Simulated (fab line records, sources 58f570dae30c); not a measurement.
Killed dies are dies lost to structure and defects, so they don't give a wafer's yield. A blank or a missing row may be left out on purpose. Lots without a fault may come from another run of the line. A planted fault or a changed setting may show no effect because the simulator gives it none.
Which tool did it? | flow berkeley_cmos170 | 7 lots, 21 wafers sampled, at 2 steps of a route of 331

WHAT THE GAUGES READ, wafer by wafer
UCB170_M2_RS_MEAS_02: measures by four-point-probe.
lot  | measured     | on            | M2_AL_RS (ohm/sq)
L551 | day 9 10:20  | film_metro-03 | 0.03252 0.03223 0.03241
L550 | day 9 10:43  | film_metro-03 | 0.0323 0.03262 0.03265
L549 | day 9 11:11  | film_metro-03 | 0.03236 0.03216 0.03269
L556 | day 11 01:52 | film_metro-03 | 0.03228 0.03222 0.03241
L561 | day 11 17:11 | film_metro-03 | 0.02804 0.02823 0.02817
L566 | day 12 12:55 | film_metro-04 | 0.03154 0.03203 0.03212
L569 | day 13 00:54 | film_metro-04 | 0.03193 0.03224 0.03269

WHICH TOOL RAN EACH LOT (tool, then ch and the chambers of the sampled wafers, then the start)
lot  | UCB170_M2_SPUTTER_01
L551 | pvd_sputter-03, day 9 10:16
L550 | pvd_sputter-04, day 9 10:38
L549 | pvd_sputter-01, day 9 11:06
L556 | pvd_sputter-03, day 11 01:44
L561 | pvd_sputter-03, day 11 16:49
L566 | pvd_sputter-04, day 12 12:49
L569 | pvd_sputter-04, day 13 00:49
- UCB170_M2_SPUTTER_01: material Al, target thk 900 nm, time 120 s.

THE ANSWER, worked out from the rows above alone
Rule: what is usual is taken from the lots themselves. Put in order of their means at a reading, lots are off if they are a third of the lots or fewer, leave a main group of 4 or more, and stand apart from it by a gap of 3 or more times the standard deviation of the main group's means; of several such gaps the widest counts. A main group whose means are all the same, to the digits that the tables above print for the reading, isn't used. A lot without any number at a reading at which 4 lots or more have one is off too. The other lots that the step has rows for count as sound.
Off: L561, at UCB170_M2_RS_MEAS_02 (M2_AL_RS). The main group: mean 0.03230 ohm/sq, standard deviation 0.0002.
A tool fits if, at a process step before that reading, it ran every lot that is off, and no sound lot after the first of them. The gauges at UCB170_M2_RS_MEAS_02 are tried like those tools. Can't be told from this: 2 tools fit, pvd_sputter-03 at UCB170_M2_SPUTTER_01, film_metro-03 at UCB170_M2_RS_MEAS_02.

WHAT THE SIMULATOR HAD PUT IN
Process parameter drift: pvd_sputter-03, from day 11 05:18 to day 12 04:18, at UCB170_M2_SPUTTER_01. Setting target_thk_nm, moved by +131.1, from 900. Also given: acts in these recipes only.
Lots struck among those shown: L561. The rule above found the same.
